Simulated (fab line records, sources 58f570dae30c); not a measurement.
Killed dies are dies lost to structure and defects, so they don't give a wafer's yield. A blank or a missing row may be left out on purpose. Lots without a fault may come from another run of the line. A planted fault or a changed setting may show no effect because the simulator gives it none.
Which tool did it? | flow berkeley_cmos170 | 14 lots, 42 wafers sampled, at 6 steps of a route of 331

WHAT THE GAUGES READ, wafer by wafer
UCB170_PWELL_THK_MEAS_06. Usual: PWELL_NITRIDE_THK 220.2 nm, standard deviation 1.9.
lot  | measured    | on            | PWELL_NITRIDE_THK (nm) | flag
L236 | day 3 02:39 | film_metro-02 | 219.4 219.2 217.8      |
L237 | day 3 12:00 | film_metro-02 | 219.6 218.6 219.2      |
L238 | day 3 11:59 | film_metro-03 | 219.5 220.8 219.6      |
L239 | day 4 03:01 | film_metro-02 | 220.2 219.4 219.0      |
L241 | day 4 02:59 | film_metro-04 | 221.5 219.2 218.7      |
L242 | day 4 07:37 | film_metro-02 | 219.9 220.5 218.0      |
L243 | day 4 15:41 | film_metro-04 | 223.7 222.7 221.7      |
L244 | day 4 15:41 | film_metro-02 | 222.8 221.9 222.2      |
L245 | day 4 15:44 | film_metro-04 | 222.4 221.6 222.2      |
L246 | day 5 02:43 | film_metro-03 | 219.7 219.5 218.4      |
L248 | day 5 13:17 | film_metro-02 | 219.8 219.8 220.0      |
L252 | day 6 18:14 | film_metro-04 | 294.9 294.4 293.6      | OFF
L253 | day 6 18:14 | film_metro-02 | 295.2 296.7 296.9      | OFF
L256 | day 7 10:03 | film_metro-03 | 218.3 216.6 220.0      |

UCB170_NSD_CD_MEAS_06: target cd 1200 nm. Usual: cd_nm 1199.4 nm, standard deviation 1.3.
lot  | measured     | on        | cd_nm (nm)           | flag
L236 | day 7 12:06  | cd_sem-01 | 1198.7 1197.7 1199.7 |
L237 | day 7 12:37  | cd_sem-01 | 1200.3 1197.9 1198.3 |
L238 | day 7 12:45  | cd_sem-02 | 1199.2 1199.1 1199.3 |
L239 | day 8 12:16  | cd_sem-02 | 1201.1 1202.3 1200.8 |
L241 | day 8 13:25  | cd_sem-01 | 1199.0 1199.8 1199.1 |
L242 | day 8 12:59  | cd_sem-02 | 1198.8 1198.0 1197.5 |
L243 | day 9 07:01  | cd_sem-02 | 1200.4 1200.1 1199.8 |
L244 | day 9 06:32  | cd_sem-01 | 1200.3 1201.4 1199.3 |
L245 | day 9 06:53  | cd_sem-01 | 1198.1 1197.1 1197.5 |
L246 | day 9 12:17  | cd_sem-01 | 1199.4 1200.1 1200.5 |
L248 | day 10 04:46 | cd_sem-01 | 1198.6 1198.2 1198.8 |
L252 | day 11 18:26 | cd_sem-01 | 1198.9 1199.7 1200.2 |
L253 | day 11 05:24 | cd_sem-02 | 1197.5 1195.6 1197.9 |
L256 | day 11 18:22 | cd_sem-02 | 1201.0 1202.3 1201.5 |

UCB170_CONTACT_CD_MEAS_15: target cd 700 nm. Usual: cd_nm 699.8 nm, standard deviation 1.3.
lot  | measured     | on        | cd_nm (nm)        | flag
L236 | day 7 18:57  | cd_sem-02 | 700.5 700.0 698.6 |
L237 | day 7 21:20  | cd_sem-01 | 700.1 698.8 698.5 |
L238 | day 7 21:20  | cd_sem-02 | 698.7 699.7 699.5 |
L239 | day 8 20:07  | cd_sem-01 | 700.3 699.8 699.9 |
L241 | day 8 21:26  | cd_sem-02 | 697.5 697.2 696.9 |
L242 | day 8 21:10  | cd_sem-02 | 699.1 698.4 698.7 |
L243 | day 9 14:46  | cd_sem-01 | 699.5 700.3 699.1 |
L244 | day 9 15:08  | cd_sem-02 | 703.1 701.2 699.8 |
L245 | day 9 15:23  | cd_sem-01 | 699.5 700.1 700.5 |
L246 | day 9 20:12  | cd_sem-01 | 700.6 699.5 700.4 |
L248 | day 10 12:12 | cd_sem-02 | 698.2 697.1 699.5 |
L252 | day 12 03:14 | cd_sem-02 | 698.8 700.3 700.1 |
L253 | day 11 11:48 | cd_sem-02 | 698.3 700.2 699.6 |
L256 | day 12 03:56 | cd_sem-01 | 698.7 699.2 699.7 |

UCB170_CONTACT_CD_MEAS_90: target cd 700 nm. Usual: cd_nm 699.8 nm, standard deviation 1.5.
lot  | measured     | on        | cd_nm (nm)        | flag
L236 | day 7 19:23  | cd_sem-01 | 700.4 701.1 698.4 |
L237 | day 7 21:49  | cd_sem-01 | 700.3 697.9 698.7 |
L238 | day 7 21:49  | cd_sem-02 | 698.7 699.5 699.1 |
L239 | day 8 20:32  | cd_sem-02 | 700.8 700.2 699.6 |
L241 | day 8 21:52  | cd_sem-02 | 697.8 696.5 696.2 |
L242 | day 8 21:35  | cd_sem-01 | 698.0 699.4 698.1 |
L243 | day 9 15:17  | cd_sem-01 | 699.4 701.0 700.0 |
L244 | day 9 15:33  | cd_sem-02 | 703.7 701.3 700.5 |
L245 | day 9 15:49  | cd_sem-01 | 698.0 701.4 699.8 |
L246 | day 9 20:37  | cd_sem-02 | 700.7 699.6 700.5 |
L248 | day 10 12:37 | cd_sem-02 | 697.6 697.8 697.6 |
L252 | day 12 03:40 | cd_sem-02 | 699.6 702.5 700.5 |
L253 | day 11 12:14 | cd_sem-01 | 698.4 701.2 698.6 |
L256 | day 12 04:21 | cd_sem-02 | 699.2 699.9 699.6 |

WHICH TOOL RAN EACH LOT (tool, then ch and the chambers of the sampled wafers, then the start)
lot  | UCB170_PWELL_CVD_05        | UCB170_PWELL_ETCH_14
L236 | lpcvd-02 ch 1, day 3 00:43 | rie_diel-01 ch 0,1, day 3 04:22
L237 | lpcvd-01 ch 1, day 3 09:06 | rie_diel-01 ch 1,2,3, day 3 13:41
L238 | lpcvd-01 ch 0, day 3 09:06 | rie_diel-03 ch 0,2,3, day 3 13:24
L239 | lpcvd-01 ch 0, day 4 01:04 | rie_diel-01 ch 0,2,3, day 4 04:02
L241 | lpcvd-01 ch 0, day 4 01:04 | rie_diel-03 ch 1,2,3, day 4 04:17
L242 | lpcvd-01 ch 1, day 4 05:41 | rie_diel-01 ch 0,1, day 4 09:05
L243 | lpcvd-02 ch 1, day 4 13:45 | rie_diel-01 ch 2,3, day 4 18:37
L244 | lpcvd-02 ch 1, day 4 13:45 | rie_diel-04 ch 0,2,3, day 4 18:48
L245 | lpcvd-02 ch 0, day 4 13:45 | rie_diel-03 ch 1,2,3, day 4 18:53
L246 | lpcvd-02 ch 1, day 5 00:47 | rie_diel-01 ch 0,2,3, day 5 03:46
L248 | lpcvd-02 ch 1, day 5 11:21 | rie_diel-04 ch 0,3, day 5 14:53
L252 | lpcvd-02 ch 0, day 6 16:19 | rie_diel-01 ch 0,1,3, day 6 19:10
L253 | lpcvd-02 ch 1, day 6 16:19 | rie_diel-04 ch 2,3, day 6 19:25
L256 | lpcvd-01 ch 0, day 7 08:07 | rie_diel-04 ch 0,1,2, day 7 11:53
- UCB170_PWELL_CVD_05: deposits Si3N4 from SiH2Cl2/NH3, target thk 220 nm, time 3300 s.
- UCB170_PWELL_ETCH_14: etches Si3N4 in CH3F/Ar/O2, stops on SiO2, target depth 242 nm, time 151 s.

WHAT THE TOOLS THEMSELVES READ (means of the sampled wafers that have a number; where no wafer has one, the mark that the record gives instead)
UCB170_PWELL_CVD_05. Usual: susceptor_temp_C 800.0 C, standard deviation 0.35.
lot  | tool     | susceptor_temp_C (C) | flag
L236 | lpcvd-02 | 799.8                |
L237 | lpcvd-01 | 800.4                |
L238 | lpcvd-01 | 799.7                |
L239 | lpcvd-01 | 799.5                |
L241 | lpcvd-01 | 800.1                |
L242 | lpcvd-01 | 799.9                |
L243 | lpcvd-02 | 800.0                |
L244 | lpcvd-02 | 799.8                |
L245 | lpcvd-02 | 800.3                |
L246 | lpcvd-02 | 799.9                |
L248 | lpcvd-02 | 799.6                |
L252 | lpcvd-02 | 800.2                |
L253 | lpcvd-02 | 800.0                |
L256 | lpcvd-01 | 800.5                |

UCB170_PWELL_ETCH_14. Usual: drypump_motor_current_A 5.5 A, standard deviation 0.39; oes_product_au 0.942 a.u., standard deviation 0.014; throttle_valve_pct 8.04 %, standard deviation 0.12.
lot  | tool        | drypump_motor_current_A (A) | oes_product_au (a.u.) | throttle_valve_pct (%) | flag
L236 | rie_diel-01 | 5.3                         | 0.952                 | 8.07                   |
L237 | rie_diel-01 | 5.7                         | 0.936                 | 8.04                   |
L238 | rie_diel-03 | 5.4                         | 0.937                 | 8.12                   |
L239 | rie_diel-01 | 5.4                         | 0.932                 | 8.06                   |
L241 | rie_diel-03 | 5.4                         | 0.946                 | 8.02                   |
L242 | rie_diel-01 | 5.3                         | 0.949                 | 8.08                   |
L243 | rie_diel-01 | 5.6                         | 0.939                 | 8.04                   |
L244 | rie_diel-04 | 5.7                         | 0.956                 | 7.98                   |
L245 | rie_diel-03 | 5.4                         | 0.954                 | 8.04                   |
L246 | rie_diel-01 | 5.4                         | 0.933                 | 8.06                   |
L248 | rie_diel-04 | 5.8                         | 0.937                 | 8.00                   |
L252 | rie_diel-01 | 5.3                         | 0.993                 | 8.07                   | OFF
L253 | rie_diel-04 | 5.5                         | 1.006                 | 8.09                   | OFF
L256 | rie_diel-04 | 5.9                         | 0.942                 | 7.90                   |

THE ANSWER, worked out from the rows above alone
Rule: a lot is off if the mean of its wafers that have a number lies more than 3 standard deviations from the usual mean. A lot without any number at a reading at which 4 lots or more have one is off too. The other lots that the step has rows for count as sound. The gauges are gone through in route order, then the tools' own readings, and for those a lot's mean is taken as printed above. The first step at which some lot is off is used, and at that step the reading that is off furthest; a lot without a number counts as furthest.
Off: L252, L253, at UCB170_PWELL_THK_MEAS_06 (PWELL_NITRIDE_THK).
A tool fits if, at a process step before that reading, it ran every lot that is off, and no sound lot after the first of them. The gauges at UCB170_PWELL_THK_MEAS_06 aren't tried: what is off there is off at UCB170_PWELL_ETCH_14 too, on other tools, and a gauge's error can't cause that. One fits: lpcvd-02 at UCB170_PWELL_CVD_05. Its last sound lot is L248 (day 5 11:21), its first lot that is off L252 (day 6 16:19): a fault that began between those two fits.

WHAT THE SIMULATOR HAD PUT IN
Process parameter drift: lpcvd-02, from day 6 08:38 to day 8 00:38, at UCB170_PWELL_CVD_05. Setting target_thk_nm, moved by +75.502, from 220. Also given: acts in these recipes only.
Lots struck among those shown: L252, L253. The rule above found the same.
